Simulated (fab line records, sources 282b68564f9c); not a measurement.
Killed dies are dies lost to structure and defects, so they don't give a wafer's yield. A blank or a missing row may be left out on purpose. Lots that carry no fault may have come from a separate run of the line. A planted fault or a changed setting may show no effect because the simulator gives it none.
Which tool was responsible? + flow rit-cmos + 13 lots, 39 wafers sampled, at 2 steps of a route of 202

WHAT THE GAUGES SHOWED, per wafer
RIT_CONTACT_THK_MEAS_01.
| lot  | measured    | on            | CONTACT_TEOS_THK (nm) |
|------|-------------|---------------|-----------------------|
| L649 | day 3 17:31 | film-metro-01 | 401 406 405           |
| L651 | day 3 20:42 | film-metro-01 | 396 401 401           |
| L652 | day 4 01:20 | film-metro-01 | 399 404 404           |
| L655 | day 4 13:07 | film-metro-01 | 401 408 406           |
| L656 | day 5 00:18 | film-metro-04 | 404 403 408           |
| L658 | day 5 02:41 | film-metro-04 | 393 401 402           |
| L657 | day 5 06:50 | film-metro-01 | 398 400 403           |
| L661 | day 5 21:56 | film-metro-04 | 402 402 405           |
| L663 | day 6 08:36 | film-metro-02 | 386 392 772           |
| L667 | day 7 05:55 | film-metro-01 | 403 394 402           |
| L668 | day 7 06:57 | film-metro-04 | 402 400 404           |
| L670 | day 7 17:28 | film-metro-02 | 404 407 404           |
| L671 | day 7 22:05 | film-metro-04 | 402 399 399           |

EACH LOT AND THE TOOL THAT RAN IT (in order: tool; ch and the chambers of the sampled wafers; start)
| lot  | RIT_CONTACT_CVD_00             |
|------|--------------------------------|
| L649 | pecvd-02 ch 0,1,2, day 3 17:27 |
| L651 | pecvd-03 ch 1,2, day 3 20:38   |
| L652 | pecvd-02 ch 0,1,2, day 4 01:17 |
| L655 | pecvd-02 ch 0,2, day 4 13:02   |
| L656 | pecvd-01 ch 0,2, day 5 00:15   |
| L658 | pecvd-03 ch 0,1, day 5 02:37   |
| L657 | pecvd-02 ch 1,2, day 5 06:47   |
| L661 | pecvd-02 ch 0,1, day 5 21:53   |
| L663 | pecvd-03 ch 0,1,2, day 6 08:33 |
| L667 | pecvd-02 ch 0,1, day 7 05:51   |
| L668 | pecvd-01 ch 0,2, day 7 06:52   |
| L670 | pecvd-02 ch 0,1,2, day 7 17:24 |
| L671 | pecvd-01 ch 0,1,2, day 7 22:02 |
- RIT_CONTACT_CVD_00: deposits SiO2 from TEOS, target thk 400 nm, time 61 s.

WHAT THE TOOLS THEMSELVES READ (means of the sampled wafers that have a number; where no wafer has one, the mark that the record gives instead)
RIT_CONTACT_CVD_00.
| lot  | tool     | heater-power-w (W) |
|------|----------|--------------------|
| L649 | pecvd-02 | 298                |
| L651 | pecvd-03 | 311                |
| L652 | pecvd-02 | 314                |
| L655 | pecvd-02 | 292                |
| L656 | pecvd-01 | 379                |
| L658 | pecvd-03 | 246                |
| L657 | pecvd-02 | 311                |
| L661 | pecvd-02 | 297                |
| L663 | pecvd-03 | 301                |
| L667 | pecvd-02 | 309                |
| L668 | pecvd-01 | 320                |
| L670 | pecvd-02 | 310                |
| L671 | pecvd-01 | 347                |

THE ANSWER, worked out from the rows above alone
Rule: the lots themselves supply what counts as usual. Put in order of their means at a reading, lots are off if they are a third of the lots or fewer, leave a main group of 4 or more, and stand apart from it by a gap of 3 or more times the standard deviation of the main group's means; of several such gaps the widest counts. The tables above print the reading to a certain number of digits; a main group whose means all agree to those digits is not used. A lot without any number at a reading at which 4 lots or more have one is off too. All remaining lots with rows at the step are treated as sound. The gauges are gone through in route order, then the tools' own readings, and for those a lot's mean is taken as printed above. At the first step where some lot is off, the reading lying furthest off is the one used; lots without a number count as furthest.
Off: L663, at RIT_CONTACT_THK_MEAS_01 (CONTACT_TEOS_THK). The main group has a mean of 402 nm with a standard deviation of 2.3.
If a tool, at a process step before that reading, ran all the lots that are off and no sound lot after the first of them, it fits. Those tools and the gauges at RIT_CONTACT_THK_MEAS_01 are tried in the same way. One fits: RIT_CONTACT_CVD_00 on pecvd-03. Its last sound lot is L658 (day 5 02:37), its first lot that is off L663 (day 6 08:33): a fault that began between those two fits.

WHAT WAS PUT IN BY THE SIMULATOR
pecvd-03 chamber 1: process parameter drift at RIT_CONTACT_CVD_00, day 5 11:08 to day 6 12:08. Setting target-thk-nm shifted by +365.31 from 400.
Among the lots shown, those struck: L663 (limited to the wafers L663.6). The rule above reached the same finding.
